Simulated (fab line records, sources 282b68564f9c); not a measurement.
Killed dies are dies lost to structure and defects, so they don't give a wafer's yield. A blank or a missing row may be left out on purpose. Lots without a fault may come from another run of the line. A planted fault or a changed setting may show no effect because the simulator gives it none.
One fault seen from 2 desks | flow rit_cmos | each desk has only its own numbers; what lay behind them comes last

THE TOOL OWNER'S DESK: pvd_sputter-03
The tool's own readings at RIT_SILICIDE_SPUTTER_01 (material Ti, target thk 30 nm, time 240 s): means of the sampled wafers that have a number, for each lot that ran on this tool. A lot is out of limits, marked OUT, if its mean lies more than 4 standard deviations from the usual mean; the brackets give that distance.
Columns: A = chamber_pressure_pa at RIT_SILICIDE_SPUTTER_01, usual 0.6670 Pa; B = substrate_temp_c at RIT_SILICIDE_SPUTTER_01, usual 25.03 C; C = throttle_valve_pct at RIT_SILICIDE_SPUTTER_01, usual 29.9 %
lot  | first seen here | A                | B     | C
L533 | day 4 05:12     | 0.6659           | 25.03 | 29.8
L535 | day 4 13:49     | 0.6666           | 25.07 | 29.4
L537 | day 5 03:08     | 0.6670           | 24.96 | 29.5
L542 | day 5 21:39     | 0.6665           | 25.16 | 29.5
L548 | day 7 06:29     | 0.6661           | 25.04 | 29.6
L550 | day 7 16:06     | 0.6505 (-13) OUT | 25.15 | 30.0
This desk's finding: out of limits on L550; first on L550, day 7 16:06 (chamber_pressure_pa at RIT_SILICIDE_SPUTTER_01). In limits: L533, L535, L537, L542, L548.

THE METROLOGY DESK
What the gauges read, lot by lot, whatever tool the lot ran on: means of the sampled wafers that have a number. A lot is out of limits, marked OUT, if its mean lies more than 4 standard deviations from the usual mean; the brackets give that distance.
Columns: A = SILICIDE_TI_RS at RIT_SILICIDE_RS_MEAS_02, usual 49.7 ohm/sq
lot  | first seen here | A
L530 | day 3 13:19     | 49.3
L532 | day 4 01:12     | 50.8
L533 | day 4 05:22     | 49.6
L534 | day 4 10:33     | 49.6
L535 | day 4 13:59     | 50.1
L536 | day 4 19:07     | 49.9
L537 | day 5 03:17     | 49.3
L539 | day 5 11:01     | 50.0
L540 | day 5 16:29     | 50.1
L541 | day 5 18:28     | 50.6
L542 | day 5 21:49     | 48.8
L548 | day 7 06:38     | 49.4
L550 | day 7 16:15     | 46.5 (-5.6) OUT
This desk's finding: out of limits on L550; first on L550, day 7 16:15 (SILICIDE_TI_RS at RIT_SILICIDE_RS_MEAS_02). In limits: L530, L532, L533, L534, L535, L536, L537, L539, L540, L541, L542, L548.

PUT TOGETHER
The tool owner's desk could have raised an alarm at day 7 16:06, on L550.
The metrology desk could have raised an alarm at day 7 16:15, on L550.
Of the lots named, all ran RIT_SILICIDE_SPUTTER_01 on pvd_sputter-03.

WHAT THE SIMULATOR HAD PUT IN
Process parameter drift: pvd_sputter-03, from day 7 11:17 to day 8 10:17, at RIT_SILICIDE_SPUTTER_01. Setting chamber_pressure_pa, moved by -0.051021, from 0.667. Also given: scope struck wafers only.
Lots struck among those shown: L550.
Hours from the fault's start to each desk's first reading out of limits: the tool owner's desk, 5; the metrology desk, 5.
